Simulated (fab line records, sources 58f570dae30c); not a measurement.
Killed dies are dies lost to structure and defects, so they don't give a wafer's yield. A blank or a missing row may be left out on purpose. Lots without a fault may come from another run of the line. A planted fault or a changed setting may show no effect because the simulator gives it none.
Which tool did it? | flow berkeley_cmos170 | 14 lots, 42 wafers sampled, at 2 steps of a route of 331

WHAT THE GAUGES READ, wafer by wafer
The record holds no reading of a measuring or inspecting step that can be judged against a usual standard deviation.

WHICH TOOL RAN EACH LOT (tool, then ch and the chambers of the sampled wafers, then the start)
lot  | UCB170_NSD_IMPLANT_08           | UCB170_NSD_STRIP_09
L499 | implanter-02 ch 0, day 8 12:10  | plasma_asher-01 ch 0,1, day 8 12:17
L500 | implanter-02 ch 0, day 8 12:26  | plasma_asher-03 ch 0,1, day 8 12:34
L498 | implanter-02 ch 0, day 8 12:47  | plasma_asher-01 ch 0,1, day 8 12:55
L501 | implanter-02 ch 0, day 8 12:58  | plasma_asher-02 ch 0,1, day 8 13:07
L511 | implanter-01 ch 0, day 10 21:07 | plasma_asher-03 ch 0,1, day 10 21:16
L512 | implanter-01 ch 0, day 11 15:02 | plasma_asher-03 ch 0,1, day 11 15:11
L514 | implanter-01 ch 0, day 11 23:29 | plasma_asher-03 ch 1, day 11 23:37
L516 | implanter-02 ch 0, day 12 06:11 | plasma_asher-03 ch 0,1, day 12 06:20
L515 | implanter-02 ch 0, day 12 06:44 | plasma_asher-03 ch 0,1, day 12 06:53
L519 | implanter-01 ch 0, day 12 18:22 | plasma_asher-01 ch 0,1, day 12 18:31
L518 | implanter-02 ch 0, day 12 19:02 | plasma_asher-01 ch 0,1, day 12 19:10
L517 | implanter-03 ch 0, day 12 19:17 | plasma_asher-02 ch 0,1, day 12 19:24
L521 | implanter-01 ch 0, day 12 19:22 | plasma_asher-01 ch 0,1, day 12 19:31
L520 | implanter-02 ch 0, day 13 05:10 | plasma_asher-02 ch 0,1, day 13 05:17
- UCB170_NSD_IMPLANT_08
- UCB170_NSD_STRIP_09: strips in O2.

WHAT THE TOOLS THEMSELVES READ (means of the sampled wafers that have a number; where no wafer has one, the mark that the record gives instead)
UCB170_NSD_IMPLANT_08.
lot  | tool         | beam_energy_keV
L499 | implanter-02 | 39.992
L500 | implanter-02 | 40.011
L498 | implanter-02 | 39.501
L501 | implanter-02 | 39.487
L511 | implanter-01 | 40.007
L512 | implanter-01 | 39.981
L514 | implanter-01 | 39.994
L516 | implanter-02 | 40.007
L515 | implanter-02 | 40.010
L519 | implanter-01 | 39.990
L518 | implanter-02 | 39.996
L517 | implanter-03 | 39.995
L521 | implanter-01 | 39.994
L520 | implanter-02 | 40.016

UCB170_NSD_STRIP_09.
lot  | tool            | drypump_motor_current_A (A) | o2_flow_sccm (sccm) | oes_product_au (a.u.) | strip_time_to_endpoint_s (s)
L499 | plasma_asher-01 | 6.2                         | 400.1               | 0.529                 | 35.85
L500 | plasma_asher-03 | 5.6                         | 399.8               | 0.532                 | 35.90
L498 | plasma_asher-01 | 6.3                         | 399.4               | 0.534                 | 35.73
L501 | plasma_asher-02 | 5.5                         | 399.5               | 0.531                 | 35.64
L511 | plasma_asher-03 | 5.6                         | 399.7               | 0.537                 | 35.97
L512 | plasma_asher-03 | 5.3                         | 398.8               | 0.530                 | 35.80
L514 | plasma_asher-03 | 5.8                         | 400.1               | 0.533                 | 35.87
L516 | plasma_asher-03 | 5.3                         | 399.8               | 0.532                 | 35.87
L515 | plasma_asher-03 | 5.3                         | 401.2               | 0.534                 | 36.01
L519 | plasma_asher-01 | 6.3                         | 400.5               | 0.531                 | 35.92
L518 | plasma_asher-01 | 6.0                         | 398.9               | 0.535                 | 35.89
L517 | plasma_asher-02 | 5.5                         | 398.8               | 0.534                 | 35.86
L521 | plasma_asher-01 | 6.0                         | 400.3               | 0.531                 | 35.87
L520 | plasma_asher-02 | 5.5                         | 402.1               | 0.535                 | 35.95

THE ANSWER, worked out from the rows above alone
Rule: what is usual is taken from the lots themselves. Put in order of their means at a reading, lots are off if they are a third of the lots or fewer, leave a main group of 4 or more, and stand apart from it by a gap of 3 or more times the standard deviation of the main group's means; of several such gaps the widest counts. A main group whose means are all the same, to the digits that the tables above print for the reading, isn't used. A lot without any number at a reading at which 4 lots or more have one is off too. The other lots that the step has rows for count as sound. The gauges are gone through in route order, then the tools' own readings, and for those a lot's mean is taken as printed above. The first step at which some lot is off is used, and at that step the reading that is off furthest; a lot without a number counts as furthest.
Off: L498, L501, at UCB170_NSD_IMPLANT_08 (beam_energy_keV). The main group: mean 39.999, standard deviation 0.01.
A tool fits if, at that step or a process step before it, it ran every lot that is off, and no sound lot after the first of them. None of those tried fits.

WHAT THE SIMULATOR HAD PUT IN
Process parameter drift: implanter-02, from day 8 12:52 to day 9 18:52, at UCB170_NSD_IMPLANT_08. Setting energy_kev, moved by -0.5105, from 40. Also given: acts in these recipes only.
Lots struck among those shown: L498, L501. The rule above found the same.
